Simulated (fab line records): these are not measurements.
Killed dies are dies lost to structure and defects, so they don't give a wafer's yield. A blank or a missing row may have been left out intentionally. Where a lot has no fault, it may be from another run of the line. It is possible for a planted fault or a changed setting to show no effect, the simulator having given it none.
fab line records | flow rit_cmos
[record] lots = 6 | wafers = 18 | last_day = 7
route steps=202 shown FOX2@24 NWELL@28 PWELL@39 WELLDRIVE@50 M1@202
lots that met no fault: taken from a fault-free run of the same line
start_h: the number of hours between the record's first day and the start of the first shown wafer of the lot | wait_h: how many hours have passed since the lot's step before this one | " the same as in the row above | L1.1+2: one row covering several wafers at once | - no value, or no start was given | * or withheld: withheld | < > ~ a bound
route shown NAME@n: names a module that has steps shown in the file, with the first one's number in the route | usual: the fault-free wafers' mean and standard deviation | same: alike in all rows | chamber/n: place in a boat | sites: each site's reading | _std_site: the values' standard deviation | _edge_site: mean of outer sites minus mean of inner sites | radius_mm: how far each site lies from the wafer's centre | mask NAME#n: copy n | behind: the last tool/chamber to shape the wafer | hold: the reason the lot was held/the length of the hold in hours/how it ended | device: whichever transistor did not switch (one of n, p or np) | end of line: tests run on the same wafers once the route is complete | a step given without rows: its recipe and nothing more | killed: the dies lost at the first sort to structure and to defects; this is not the yield of the wafer | map: the dies of a wafer, with x for killed, . for not killed, _ for no die there
set.NAME: the run value of the setting; set.NAME@STEP: its run value at that earlier step | model.NAME: the simulator's own value behind a step, which no gauge read
a table for each step, a row for each wafer; lots at some steps of the route
services: a tool's chamber out of use, with start hour (start_h, from the record's first day; less than 0 if before it), hours out, and reason
[[steps]]
[step RIT_FOX2_THK_MEAS_01]
[recipe] reads = SiO2_of_FOX2_OXIDATION_00
[usual] FOX2_OXIDE_THK = 351/6.2
lot.wafer | tool          | chamber | start_h | wait_h | FOX2_OXIDE_THK[nm]
L765.1    | film_metro-02 | -       | 39.80   | 0.0    | 346
L765.5    | "             | -       | "       | "      | 347
L765.6    | "             | -       | "       | "      | 348
L766.1    | film_metro-02 | -       | 43.31   | 0.0    | 349
L766.2    | "             | -       | "       | "      | 352
L766.5    | "             | -       | "       | "      | 351
L772.1    | film_metro-02 | -       | 73.44   | 0.0    | 362
L772.3    | "             | -       | "       | "      | 355
L772.6    | "             | -       | "       | "      | 358
L777.2    | film_metro-02 | -       | 99.18   | 0.0    | 354
L777.4    | "             | -       | "       | "      | 357
L777.5    | "             | -       | "       | "      | 350
L778.1    | film_metro-04 | -       | 103.31  | 0.0    | 343
L778.2    | "             | -       | "       | "      | 343
L778.5    | "             | -       | "       | "      | 347
L783.1    | film_metro-02 | -       | 129.17  | 0.0    | 360
L783.2    | "             | -       | "       | "      | 359
L783.6    | "             | -       | "       | "      | 359
[step RIT_FOX2_CLEAN_02]
[recipe] chemistry = dHF | dilution = 50:1 | time_s = 180
[step RIT_FOX2_WET_ETCH_03]
[recipe] chemistry = H3PO4 | target = Si3N4 | target_depth_nm = 195 | temp_c = 165 | time_s = 2700
[step RIT_FOX2_THK_MEAS_90]
[recipe] reads = SiO2_of_FOX2_OXIDATION_00
[usual] FIELD_OXIDE_LEFT_1_THK = 323/6.3
lot.wafer | tool          | chamber | start_h | wait_h | FIELD_OXIDE_LEFT_1_THK[nm]
L765.1    | film_metro-04 | -       | 40.67   | 0.0    | 318
L765.5    | "             | -       | "       | "      | 320
L765.6    | "             | -       | "       | "      | 320
L766.1    | film_metro-04 | -       | 44.19   | 0.0    | 322
L766.2    | "             | -       | "       | "      | 324
L766.5    | "             | -       | "       | "      | 324
L772.1    | film_metro-02 | -       | 74.38   | 0.0    | 334
L772.3    | "             | -       | "       | "      | 328
L772.6    | "             | -       | "       | "      | 330
L777.2    | film_metro-02 | -       | 100.05  | 0.0    | 327
L777.4    | "             | -       | "       | "      | 329
L777.5    | "             | -       | "       | "      | 323
L778.1    | film_metro-02 | -       | 104.19  | 0.0    | 316
L778.2    | "             | -       | "       | "      | 316
L778.5    | "             | -       | "       | "      | 320
L783.1    | film_metro-02 | -       | 130.11  | 0.0    | 332
L783.2    | "             | -       | "       | "      | 331
L783.6    | "             | -       | "       | "      | 332
[step RIT_NWELL_HMDS_00]
[recipe] prime_time_s = 60 | prime_temp_c = 140
[step RIT_NWELL_COAT_01]
[recipe] resist = NOVOLAK | spin_rpm = 2000 | resist_thk_nm = 1300
[step RIT_NWELL_SOFTBAKE_02]
[recipe] resist = NOVOLAK | temp_c = 90 | time_s = 60
[step RIT_NWELL_EXPOSE_03]
[recipe] mask_id = M2 | na = 0.57 | target_cd_nm = 43900 | dose_mj = 250
[step RIT_NWELL_PEB_04]
[recipe] resist = NOVOLAK | temp_c = withheld | time_s = withheld
[step RIT_NWELL_DEVELOP_05]
[recipe] resist = NOVOLAK | develop_time_s = 68 | dev_temp_c = 23
[step RIT_NWELL_OVL_MEAS_06]
[usual] NWELL_OVL = -0.5/1.5
lot.wafer | tool       | chamber | start_h | wait_h | NWELL_OVL[nm]
L765.1    | overlay-01 | -       | 41.74   | -      | -1.2
L765.5    | "          | -       | "       | "      | -0.5
L765.6    | "          | -       | "       | "      | -0.4
L766.1    | overlay-02 | -       | 45.40   | -      | -1.8
L766.2    | "          | -       | "       | "      | -1.2
L766.5    | "          | -       | "       | "      | -2.7
L772.1    | overlay-02 | -       | 75.32   | -      | -1.3
L772.3    | "          | -       | "       | "      | -1.1
L772.6    | "          | -       | "       | "      | -1.3
L777.2    | overlay-01 | -       | 101.20  | -      | -1.0
L777.4    | "          | -       | "       | "      | -1.7
L777.5    | "          | -       | "       | "      | -1.3
L778.1    | overlay-02 | -       | 105.13  | -      | -0.5
L778.2    | "          | -       | "       | "      | -0.8
L778.5    | "          | -       | "       | "      | 0.5
L783.1    | overlay-01 | -       | 131.18  | -      | 0.9
L783.2    | "          | -       | "       | "      | 1.1
L783.6    | "          | -       | "       | "      | 0.5
[step RIT_NWELL_HARDBAKE_07]
[recipe] resist = NOVOLAK | temp_c = 140 | time_s = 120
[step RIT_NWELL_IMPLANT_08]
[recipe] species = P | energy_kev = 170 | dose_cm2 = 5e+13 | tilt_deg = 7
[usual] beam_energy_keV = 170.00/0.054 | dose_ions_cm2 = 4.999e+13/5.8e+10 | faraday_current_uA = 159/3.2
lot.wafer | tool         | chamber | start_h | wait_h | beam_energy_keV | dose_ions_cm2 | faraday_current_uA
L765.1    | implanter-04 | 0       | 42.02   | 0.2    | 170.03          | 4.99e+13      | 161
L765.5    | "            | 0       | "       | "      | 170.12          | 4.998e+13     | 165
L765.6    | "            | 0       | "       | "      | 169.99          | 4.994e+13     | 156
L766.1    | implanter-03 | 0       | 45.69   | 0.2    | 169.95          | 5.002e+13     | 161
L766.2    | "            | 0       | "       | "      | 170.01          | 4.989e+13     | 156
L766.5    | "            | 0       | "       | "      | 169.84          | 4.992e+13     | 159
L772.1    | implanter-01 | 0       | 75.61   | 0.2    | 169.99          | 4.993e+13     | 162
L772.3    | "            | 0       | "       | "      | 169.99          | 4.992e+13     | 157
L772.6    | "            | 0       | "       | "      | 169.99          | 4.998e+13     | 167
L777.2    | implanter-04 | 0       | 101.50  | 0.2    | 169.95          | 3.39e+13      | 108
L777.4    | "            | 0       | "       | "      | 169.93          | 3.392e+13     | 108
L777.5    | "            | 0       | "       | "      | 169.96          | 3.396e+13     | 108
L778.1    | implanter-04 | 0       | 105.42  | 0.2    | 169.99          | 3.387e+13     | 107
L778.2    | "            | 0       | "       | "      | 169.97          | 3.394e+13     | 112
L778.5    | "            | 0       | "       | "      | 169.97          | 3.384e+13     | 111
L783.1    | implanter-01 | 0       | 131.47  | 0.2    | 169.89          | 4.992e+13     | 157
L783.2    | "            | 0       | "       | "      | 170.04          | 4.984e+13     | 154
L783.6    | "            | 0       | "       | "      | 169.93          | 4.995e+13     | 159
[step RIT_NWELL_STRIP_09]
[recipe] chemistry = O2 | time_s = 180 | resist = NOVOLAK | platen_temp_c = withheld | power_w = 500 | pressure_mtorr = 4000 | o2_flow_sccm = 4000
[usual] drypump_motor_current_A = 5.5/0.59
lot.wafer | tool            | chamber | start_h | wait_h | drypump_motor_current_A | rf_hours_counter_h
L765.1    | plasma_asher-01 | 0       | 42.17   | 0.1    | 5.4                     | 42
L765.5    | "               | 1       | "       | "      | 5.0                     | -
L765.6    | "               | 0       | "       | "      | 5.4                     | -
L766.1    | plasma_asher-01 | 0       | 45.84   | 0.1    | 5.4                     | 42
L766.2    | "               | 1       | "       | "      | 5.1                     | 42
L766.5    | "               | 0       | "       | "      | 5.4                     | -
L772.1    | plasma_asher-01 | 0       | 75.76   | 0.1    | 5.4                     | 45
L772.3    | "               | 1       | "       | "      | 5.1                     | -
L772.6    | "               | 1       | "       | "      | 5.0                     | -
L777.2    | plasma_asher-04 | 0       | 101.63  | 0.1    | 6.2                     | 48
L777.4    | "               | 0       | "       | "      | 6.2                     | -
L777.5    | "               | 1       | "       | "      | 4.7                     | -
L778.1    | plasma_asher-04 | 1       | 105.57  | 0.1    | 4.7                     | 48
L778.2    | "               | 0       | "       | "      | 6.2                     | 48
L778.5    | "               | 0       | "       | "      | 6.2                     | -
L783.1    | plasma_asher-04 | 0       | 131.62  | 0.1    | 6.2                     | 51
L783.2    | "               | 1       | "       | "      | 4.7                     | 51
L783.6    | "               | 0       | "       | "      | 6.2                     | -
[step RIT_NWELL_TW_MEAS_10]
[usual] NWELL_TW = 2119/16
lot.wafer | tool          | chamber | start_h | wait_h | NWELL_TW
L765.1    | film_metro-03 | -       | 42.35   | 0.1    | 2098
L765.5    | "             | -       | "       | "      | 2110
L765.6    | "             | -       | "       | "      | 2106
L766.1    | film_metro-03 | -       | 46.01   | 0.1    | 2090
L766.2    | "             | -       | "       | "      | 2096
L766.5    | "             | -       | "       | "      | 2103
L772.1    | film_metro-04 | -       | 75.93   | 0.1    | 2127
L772.3    | "             | -       | "       | "      | 2138
L772.6    | "             | -       | "       | "      | 2135
L777.2    | film_metro-02 | -       | 101.81  | 0.1    | 1885
L777.4    | "             | -       | "       | "      | 1872
L777.5    | "             | -       | "       | "      | 1877
L778.1    | film_metro-04 | -       | 105.74  | 0.1    | 1896
L778.2    | "             | -       | "       | "      | 1891
L778.5    | "             | -       | "       | "      | 1890
L783.1    | film_metro-04 | -       | 131.79  | 0.1    | 2144
L783.2    | "             | -       | "       | "      | 2147
L783.6    | "             | -       | "       | "      | 2150
[step RIT_PWELL_HMDS_00]
[recipe] prime_time_s = 60 | prime_temp_c = 140
[step RIT_PWELL_COAT_01]
[recipe] resist = NOVOLAK | spin_rpm = 2000 | resist_thk_nm = 1300
[step RIT_PWELL_SOFTBAKE_02]
[recipe] resist = NOVOLAK | temp_c = 90 | time_s = 60
[step RIT_PWELL_EXPOSE_03]
[recipe] mask_id = M3 | na = 0.57 | target_cd_nm = 43700 | dose_mj = 250
[step RIT_PWELL_PEB_04]
[recipe] resist = NOVOLAK | temp_c = withheld | time_s = withheld
[step RIT_PWELL_DEVELOP_05]
[recipe] resist = NOVOLAK | develop_time_s = 68 | dev_temp_c = 23
[step RIT_PWELL_OVL_MEAS_06]
[usual] PWELL_OVL = -1.1/1.2
lot.wafer | tool       | chamber | start_h | wait_h | PWELL_OVL[nm]
L765.1    | overlay-01 | -       | 43.29   | -      | -1.0
L765.5    | "          | -       | "       | "      | -0.5
L765.6    | "          | -       | "       | "      | -1.2
L766.1    | overlay-02 | -       | 47.16   | -      | -1.3
L766.2    | "          | -       | "       | "      | -0.2
L766.5    | "          | -       | "       | "      | -3.6
L772.1    | overlay-01 | -       | 77.00   | -      | -1.5
L772.3    | "          | -       | "       | "      | -0.8
L772.6    | "          | -       | "       | "      | -2.1
L777.2    | overlay-01 | -       | 102.88  | -      | -1.6
L777.4    | "          | -       | "       | "      | -2.6
L777.5    | "          | -       | "       | "      | -0.5
L778.1    | overlay-02 | -       | 106.81  | -      | -1.8
L778.2    | "          | -       | "       | "      | -1.6
L778.5    | "          | -       | "       | "      | -0.1
L783.1    | overlay-01 | -       | 132.73  | -      | -2.0
L783.2    | "          | -       | "       | "      | -1.0
L783.6    | "          | -       | "       | "      | -2.0
[step RIT_PWELL_HARDBAKE_07]
[recipe] resist = NOVOLAK | temp_c = 140 | time_s = 120
[step RIT_PWELL_IMPLANT_08]
[recipe] species = B | energy_kev = 170 | dose_cm2 = 7e+13 | tilt_deg = 7
[step RIT_PWELL_STRIP_09]
[recipe] chemistry = O2 | time_s = 180 | resist = NOVOLAK | platen_temp_c = withheld | power_w = 500 | pressure_mtorr = 4000 | o2_flow_sccm = 4000
[usual] drypump_motor_current_A = 5.7/0.53
lot.wafer | tool            | chamber | start_h | wait_h | drypump_motor_current_A | rf_hours_counter_h
L765.1    | plasma_asher-02 | 0       | 43.72   | 0.1    | 5.9                     | 21
L765.5    | "               | 1       | "       | "      | 5.5                     | -
L765.6    | "               | 0       | "       | "      | 5.9                     | -
L766.1    | plasma_asher-03 | 0       | 47.59   | 0.1    | 5.6                     | 41
L766.2    | "               | 1       | "       | "      | 6.6                     | 41
L766.5    | "               | 1       | "       | "      | 6.6                     | -
L772.1    | plasma_asher-02 | 0       | 77.43   | 0.1    | 5.9                     | 25
L772.3    | "               | 0       | "       | "      | 5.9                     | -
L772.6    | "               | 0       | "       | "      | 5.8                     | -
L777.2    | plasma_asher-04 | 1       | 103.31  | 0.1    | 4.7                     | 48
L777.4    | "               | 0       | "       | "      | 6.2                     | -
L777.5    | "               | 1       | "       | "      | 4.7                     | -
L778.1    | plasma_asher-04 | 0       | 107.24  | 0.1    | 6.2                     | 48
L778.2    | "               | 1       | "       | "      | 4.7                     | 48
L778.5    | "               | 0       | "       | "      | 6.2                     | -
L783.1    | plasma_asher-04 | 0       | 133.17  | 0.1    | 6.2                     | 51
L783.2    | "               | 1       | "       | "      | 4.8                     | 51
L783.6    | "               | 1       | "       | "      | 4.7                     | -
[step RIT_PWELL_TW_MEAS_10]
[usual] PWELL_TW = 941/6.7
lot.wafer | tool          | chamber | start_h | wait_h | PWELL_TW
L765.1    | film_metro-02 | -       | 43.90   | 0.1    | 938
L765.5    | "             | -       | "       | "      | 942
L765.6    | "             | -       | "       | "      | 942
L766.1    | film_metro-04 | -       | 47.77   | 0.1    | 947
L766.2    | "             | -       | "       | "      | 946
L766.5    | "             | -       | "       | "      | 950
L772.1    | film_metro-03 | -       | 77.61   | 0.1    | 940
L772.3    | "             | -       | "       | "      | 938
L772.6    | "             | -       | "       | "      | 943
L777.2    | film_metro-02 | -       | 103.49  | 0.1    | 935
L777.4    | "             | -       | "       | "      | 936
L777.5    | "             | -       | "       | "      | 939
L778.1    | film_metro-02 | -       | 107.42  | 0.1    | 940
L778.2    | "             | -       | "       | "      | 937
L778.5    | "             | -       | "       | "      | 942
L783.1    | film_metro-03 | -       | 133.34  | 0.1    | 935
L783.2    | "             | -       | "       | "      | 921
L783.6    | "             | -       | "       | "      | 927
[step RIT_WELLDRIVE_ANNEAL_00]
[recipe] temp_c = 1100 | time_s = 14700 | ambient = N2
[step RIT_WELLDRIVE_RS_MEAS_01]
[recipe] thk_meas_gauge = four-point-probe
[usual] NWELL_RS = 275.2/0.68
lot.wafer | tool          | chamber | start_h | wait_h | NWELL_RS[ohm/sq]
L765.1    | film_metro-02 | -       | 49.04   | 0.0    | 274.7
L765.5    | "             | -       | "       | "      | 275.3
L765.6    | "             | -       | "       | "      | 275.6
L766.1    | film_metro-04 | -       | 54.13   | 0.0    | 274.9
L766.2    | "             | -       | "       | "      | 275.1
L766.5    | "             | -       | "       | "      | 275.4
L772.1    | film_metro-04 | -       | 82.75   | 0.0    | 275.3
L772.3    | "             | -       | "       | "      | 275.3
L772.6    | "             | -       | "       | "      | 275.3
L777.2    | film_metro-02 | -       | 108.64  | 0.0    | 349.2
L777.4    | "             | -       | "       | "      | 348.8
L777.5    | "             | -       | "       | "      | 349.6
L778.1    | film_metro-03 | -       | 112.56  | 0.0    | 348.9
L778.2    | "             | -       | "       | "      | 349.0
L778.5    | "             | -       | "       | "      | 349.1
L783.1    | film_metro-02 | -       | 138.49  | 0.0    | 275.1
L783.2    | "             | -       | "       | "      | 275.3
L783.6    | "             | -       | "       | "      | 275.2
[step RIT_WELLDRIVE_RS_MEAS_02]
[recipe] thk_meas_gauge = four-point-probe
[usual] PWELL_RS = 429.9/1.2
lot.wafer | tool          | chamber | start_h | wait_h | PWELL_RS[ohm/sq]
L765.1    | film_metro-02 | -       | 49.16   | 0.1    | 431.6
L765.5    | "             | -       | "       | "      | 431.6
L765.6    | "             | -       | "       | "      | 430.3
L766.1    | film_metro-04 | -       | 54.25   | 0.1    | 430.8
L766.2    | "             | -       | "       | "      | 429.8
L766.5    | "             | -       | "       | "      | 429.5
L772.1    | film_metro-04 | -       | 82.87   | 0.1    | 429.9
L772.3    | "             | -       | "       | "      | 429.4
L772.6    | "             | -       | "       | "      | 430.2
L777.2    | film_metro-02 | -       | 108.76  | 0.1    | 430.9
L777.4    | "             | -       | "       | "      | 432.3
L777.5    | "             | -       | "       | "      | 432.4
L778.1    | film_metro-03 | -       | 112.68  | 0.1    | 429.0
L778.2    | "             | -       | "       | "      | 430.6
L778.5    | "             | -       | "       | "      | 429.6
L783.1    | film_metro-02 | -       | 138.61  | 0.1    | 428.6
L783.2    | "             | -       | "       | "      | 428.8
L783.6    | "             | -       | "       | "      | 428.9
[step RIT_M1_PROBE_99]
[usual] killed_at_contacts = 0.1/0.27 | killed_at_front_end = 6.1/2.9 | killed_dies = 6.2/2.9 | killed_open = 3.2/1.9 | killed_short = 3/1.9
[same] gross_dies = 264 | killed_at_M0_to_M3 = 0 | killed_at_M4_up = 0 | killed_at_back_side = 0 | killed_at_other = 0
lot.wafer | tool      | chamber | start_h | wait_h | killed_at_contacts | killed_at_front_end | killed_dies | killed_open | killed_short | model.etest.pmos_0p3.r_on_ohm_um | model.etest.pmos_turned.r_on_ohm_um | model.etest.pmos_0p15.r_on_ohm_um | model.etest.nwell_pinched.rs_ohm_sq | model.etest.well_edge_right.line_ohm_um | model.etest.well_edge_left.line_ohm_um | model.etest.pmos_0p15.drive_ua_um | model.etest.pmos_turned.drive_ua_um
L765.1    | prober-02 | -       | 77.68   | 0.1    | 0                  | 5                   | 5           | 5           | 0            | 6224                             | 3402                                | 2731                              | 338.9                               | 182.7                                   | 184.3                                  | 260.9                             | 194.9
L765.5    | prober-02 | -       | 77.88   | 0.2    | 0                  | 4                   | 4           | 1           | 3            | 6222                             | 3400                                | 2720                              | 333                                 | 183                                     | 182.3                                  | 257.2                             | 193.1
L765.6    | prober-02 | -       | 77.93   | 0.2    | 0                  | 5                   | 5           | 4           | 1            | 6253                             | 3425                                | 2784                              | 341.3                               | 186.5                                   | 182.9                                  | 255.7                             | 192.4
L766.1    | prober-02 | -       | 83.93   | 0.1    | 0                  | 3                   | 3           | 1           | 2            | 6321                             | 3347                                | 2671                              | 339.7                               | 182.9                                   | 181.2                                  | 263                               | 193.3
L766.2    | prober-02 | -       | 83.98   | 0.1    | 0                  | 7                   | 7           | 4           | 3            | 6277                             | 3312                                | 2669                              | 334.7                               | 183.5                                   | 182.9                                  | 260.9                             | 195.8
L766.5    | prober-02 | -       | 84.13   | 0.2    | 0                  | 7                   | 7           | 4           | 3            | 6128                             | 3301                                | 2645                              | 336.1                               | 183.6                                   | 183.3                                  | 266.1                             | 199.3
L772.1    | prober-01 | -       | 111.76  | 0.1    | 0                  | 5                   | 5           | 2           | 3            | 6364                             | 3570                                | 2820                              | 333.8                               | 184.5                                   | 184.8                                  | 249.1                             | 180.6
L772.3    | prober-01 | -       | 111.86  | 0.2    | 1                  | 2                   | 3           | 1           | 2            | 6259                             | 3594                                | 2811                              | 338                                 | 181.4                                   | 182.1                                  | 252.3                             | 179
L772.6    | prober-01 | -       | 112.01  | 0.2    | 0                  | 3                   | 3           | 2           | 1            | 6290                             | 3511                                | 2774                              | 334.6                               | 182.4                                   | 183.8                                  | 255.3                             | 181.4
L777.2    | prober-02 | -       | 136.91  | 0.1    | 0                  | 7                   | 7           | 3           | 4            | 6276                             | 3330                                | 2697                              | 433.5                               | 240.2                                   | 241.1                                  | 266.4                             | 201.4
L777.4    | prober-02 | -       | 137.01  | 0.2    | 0                  | 4                   | 4           | 2           | 2            | 6019                             | 3119                                | 2558                              | 432.4                               | 242.2                                   | 238.8                                  | 282.4                             | 214.3
L777.5    | prober-02 | -       | 137.06  | 0.2    | 0                  | 8                   | 8           | 3           | 5            | 6001                             | 3154                                | 2590                              | 430.1                               | 239.8                                   | 239.9                                  | 278.8                             | 216.7
L778.1    | prober-01 | -       | 144.39  | 0.1    | 0                  | 10                  | 10          | 7           | 3            | 6170                             | 3285                                | 2686                              | 437                                 | 240.4                                   | 239.6                                  | 271.9                             | 206.5
L778.2    | prober-01 | -       | 144.44  | 0.1    | 0                  | 5                   | 5           | 3           | 2            | 5969                             | 3126                                | 2565                              | 432.2                               | 241.9                                   | 240.6                                  | 285.1                             | 217.3
L778.5    | prober-01 | -       | 144.59  | 0.2    | 0                  | 10                  | 10          | 4           | 6            | 6036                             | 3230                                | 2660                              | 429.8                               | 241.4                                   | 241.7                                  | 269.9                             | 209.7
L783.1    | prober-02 | -       | 167.13  | 0.1    | 1                  | 6                   | 7           | 7           | 0            | 6160                             | 3380                                | 2726                              | 337.9                               | 182.7                                   | 181.1                                  | 263.1                             | 193.5
L783.2    | prober-02 | -       | 167.18  | 0.1    | 0                  | 9                   | 9           | 5           | 4            | 6385                             | 3484                                | 2769                              | 335.2                               | 182.2                                   | 184.8                                  | 256.9                             | 186.9
L783.6    | prober-02 | -       | 167.38  | 0.2    | 0                  | 6                   | 6           | 2           | 4            | 6235                             | 3380                                | 2694                              | 336.3                               | 182.2                                   | 181.2                                  | 265.6                             | 193
// killed by level:class
L765.1 FOX2:geometric_particle:open=2 GATE:geometric_particle:open=2 SILICIDE:geometric_particle:open=1
L765.5 GATE:geometric_particle:short=2 FOX2:geometric_particle:open=1 REOX:geometric_particle:short=1
L765.6 REOX:geometric_particle:open=2 FOX2:geometric_particle:short=1 FOX2:geometric_particle:open=1 SILICIDE:geometric_particle:open=1
L766.1 FOX1:geometric_particle:short=1 SPACER:geometric_particle:open=1 SILICIDE:geometric_particle:short=1
L766.2 GATE:geometric_particle:short=3 SPACER:geometric_particle:open=2 FOX2:geometric_particle:open=1 SILICIDE:geometric_particle:open=1
L766.5 GATE:geometric_particle:open=2 SPACER:geometric_particle:short=2 FOX1:geometric_particle:open=1 GATE:geometric_particle:short=1 SILICIDE:geometric_particle:open=1
L772.1 REOX:geometric_particle:short=2 FOX1:geometric_particle:open=1 GATE:geometric_particle:short=1 SILICIDE:geometric_particle:open=1
L772.3 GATE:geometric_particle:short=1 SPACER:geometric_particle:short=1 CONTACT:geometric_particle:open=1
L772.6 FOX1:geometric_particle:open=1 GATE:geometric_particle:open=1 SILICIDE:geometric_particle:short=1
L777.2 FOX1:geometric_particle:short=2 REOX:geometric_particle:short=2 FOX1:geometric_particle:open=1 GATE:geometric_particle:open=1 REOX:geometric_particle:open=1
L777.4 FOX1:geometric_particle:short=1 FOX1:geometric_particle:open=1 GATE:geometric_particle:open=1 SPACER:geometric_particle:short=1
L777.5 FOX1:geometric_particle:short=2 SPACER:geometric_particle:short=2 FOX2:geometric_particle:open=1 GATE:geometric_particle:open=1 GATE:geometric_particle:short=1 REOX:geometric_particle:open=1
L778.1 FOX1:geometric_particle:open=3 GATE:geometric_particle:open=3 FOX1:geometric_particle:short=1 GATE:geometric_particle:short=1 REOX:geometric_particle:open=1 SPACER:geometric_particle:short=1
L778.2 SPACER:geometric_particle:open=2 FOX1:geometric_particle:short=1 REOX:geometric_particle:open=1 SILICIDE:geometric_particle:short=1
L778.5 FOX1:geometric_particle:short=3 GATE:geometric_particle:short=2 GATE:geometric_particle:open=2 FOX1:geometric_particle:open=1 REOX:geometric_particle:open=1 SPACER:geometric_particle:short=1
L783.1 GATE:geometric_particle:open=3 SILICIDE:geometric_particle:open=2 REOX:geometric_particle:open=1 CONTACT:geometric_particle:open=1
L783.2 GATE:geometric_particle:open=3 SILICIDE:geometric_particle:short=2 FOX2:geometric_particle:short=1 GATE:geometric_particle:short=1 REOX:geometric_particle:open=1 SILICIDE:geometric_particle:open=1
L783.6 GATE:geometric_particle:short=4 GATE:geometric_particle:open=1 SILICIDE:geometric_particle:open=1
[[services]]
tool            | chamber | start_h | hours | kind
implanter-04    | -       | 26.86   | 0.5   | repair
plasma_asher-02 | -       | 105.11  | 0.7   | repair
plasma_asher-01 | -       | 108.85  | 9.0   | pm
plasma_asher-01 | 0       | 108.85  | 9.0   | vent_cycle
plasma_asher-01 | 1       | 108.85  | 9.0   | vent_cycle
plasma_asher-01 | 0       | 117.85  | -     | clean
plasma_asher-01 | 1       | 117.85  | -     | clean
[[key]]
[first_sign] step = RIT_NWELL_IMPLANT_08 | reading = dose_ions_cm2 | direction = down | sigmas = 99+ | usual = 4.999e+13 | struck = 3.39e+13
[effect] step = RIT_NWELL_IMPLANT_08 | reading = faraday_current_uA | direction = down | sigmas = 16 | usual = 159 | struck = 109
[effect] step = RIT_NWELL_TW_MEAS_10 | reading = NWELL_TW | direction = down | sigmas = 15 | usual = 2119 | struck = 1885
[effect] step = RIT_WELLDRIVE_RS_MEAS_01 | reading = NWELL_RS | direction = up | sigmas = 99+ | usual = 275.2 | struck = 349.1
[model_effect] step = RIT_M1_PROBE_99 | value = etest.pmos_0p3.r_on_ohm_um | without = 6407 | struck = 6078
met_at RIT_NWELL_IMPLANT_08
struck_wafers L777.2,L777.4,L777.5,L778.1,L778.2,L778.5
tester_left_out L777,L778
onset_between 42.02 101.50
[fault] kind = process_parameter_drift | tool = implanter-04 | chamber = - | onset_h = 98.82 | steps = RIT_NWELL_IMPLANT_08 | channel = dose_cm2 | offset = -1.6019e+13 | shape = step | end_h = 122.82 | acts_in = these_recipes_only | stated = 5e+13
// tester_left_out: of these lots the tester's yield and bins aren't shown, on N5 and GAA mostly nor the transistor test; their killed dies are dies lost to structure and defects alone, not to doping, threshold or leakage, so they don't give the yield
